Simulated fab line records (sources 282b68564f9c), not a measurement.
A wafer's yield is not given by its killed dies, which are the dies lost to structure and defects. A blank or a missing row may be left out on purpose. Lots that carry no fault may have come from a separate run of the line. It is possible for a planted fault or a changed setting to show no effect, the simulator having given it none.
Struck lot and sound lot, side by side | flow rit cmos | 19 out of 202 route steps
Sound: the wafers L163.1, L163.5, L163.6. The struck wafers were L169.1, L169.2, L169.3. Last of all comes the cause.
Per side, at each step with rows, come the tool, then ch with its chambers, and then its first start. Under that, the readings that differ: sound wafers | struck wafers | difference of the means | sigmas: that difference in standard deviations of wafers without a fault.
alike: readings with means less than 2 such deviations apart, plus words and numbers identical on both sides. not compared: withheld readings, readings lacking a value on some wafer, bounds such as >300 that could conceal the same value, and numbers that have no deviation in the record and whose values overlap.
Wherever a step has rows on one side only, a row that says differs or no value, or a row with sigmas, the two part there. Non-overlapping numbers with no deviation appear without sigmas and do not part them. A reading that every wafer of one side lacks parts them only if that side has two wafers or more.

first, 2 steps without rows for these wafers: RIT_NWELL_HARDBAKE_07 (time 120 s); RIT_NWELL_IMPLANT_08.
RIT_NWELL_STRIP_09: strips in O2, time 180 s.
  sound on plasma asher-01 ch 0,1, day 3 18:58; struck on plasma asher-04 ch 0,1, day 4 20:08
  alike: drypump motor current A
  not compared: rf hours counter h
RIT_NWELL_TW_MEAS_10:
  sound: film metro-01 at day 3 19:08; struck: film metro-04 at day 4 20:19
  reading  | sound          | struck         | difference | sigmas
  NWELL_TW | 2098 2101 2074 | 2153 2147 2143 | +57        | +2
then, 6 steps without rows for these wafers: RIT_PWELL_HMDS_00 (prime time 60 s); RIT_PWELL_COAT_01 (resist thk 1300 nm); RIT_PWELL_SOFTBAKE_02 (time 60 s); RIT_PWELL_EXPOSE_03 (exposes mask M3, target cd 43700 nm); RIT_PWELL_PEB_04; RIT_PWELL_DEVELOP_05 (develop time 68 s).
RIT_PWELL_OVL_MEAS_06:
  sound: overlay-01 at day 3 20:12; struck: overlay-01 at day 4 21:23
  alike: PWELL_OVL
then, 1 step without rows for these wafers: RIT_PWELL_HARDBAKE_07 (time 120 s).
RIT_PWELL_IMPLANT_08:
  sound on implanter-04 ch 0, day 3 20:29; struck on implanter-04 ch 0, day 4 21:59
  alike: beam energy keV, faraday current uA
RIT_PWELL_STRIP_09: strips in O2, time 180 s.
  sound on plasma asher-04 ch 0,1, day 3 20:38; struck on plasma asher-03 ch 0,1, day 4 22:08
  alike: drypump motor current A
  not compared: rf hours counter h
RIT_PWELL_TW_MEAS_10:
  sound: film metro-02 at day 3 20:49; struck: film metro-02 at day 4 22:32
  reading  | sound       | struck         | difference | sigmas
  PWELL_TW | 960 959 957 | 1183 1189 1186 | +227       | +19
then, 1 step without rows for these wafers: RIT_WELLDRIVE_ANNEAL_00 (time 14700 s).
RIT_WELLDRIVE_RS_MEAS_01: measures by four-point-probe.
  sound: film metro-02 at day 4 01:59; struck: film metro-01 at day 5 06:05
  alike: NWELL_RS
RIT_WELLDRIVE_RS_MEAS_02: measures by four-point-probe.
  sound: film metro-02 at day 4 02:07; struck: film metro-01 at day 5 06:36
  reading           | sound             | struck            | difference | sigmas
  PWELL_RS (ohm/sq) | 427.1 426.8 426.4 | 281.5 280.6 281.0 | -145.7     | -99 or more
RIT_M1_PROBE_99:
  sound wafers here have rows in the record (prober-02, day 5 12:35); struck ones have none

## WHERE THEY PART
Last at RIT_M1_PROBE_99 as far as this record goes, first at RIT_NWELL_TW_MEAS_10.

WHY: what the simulator had put in
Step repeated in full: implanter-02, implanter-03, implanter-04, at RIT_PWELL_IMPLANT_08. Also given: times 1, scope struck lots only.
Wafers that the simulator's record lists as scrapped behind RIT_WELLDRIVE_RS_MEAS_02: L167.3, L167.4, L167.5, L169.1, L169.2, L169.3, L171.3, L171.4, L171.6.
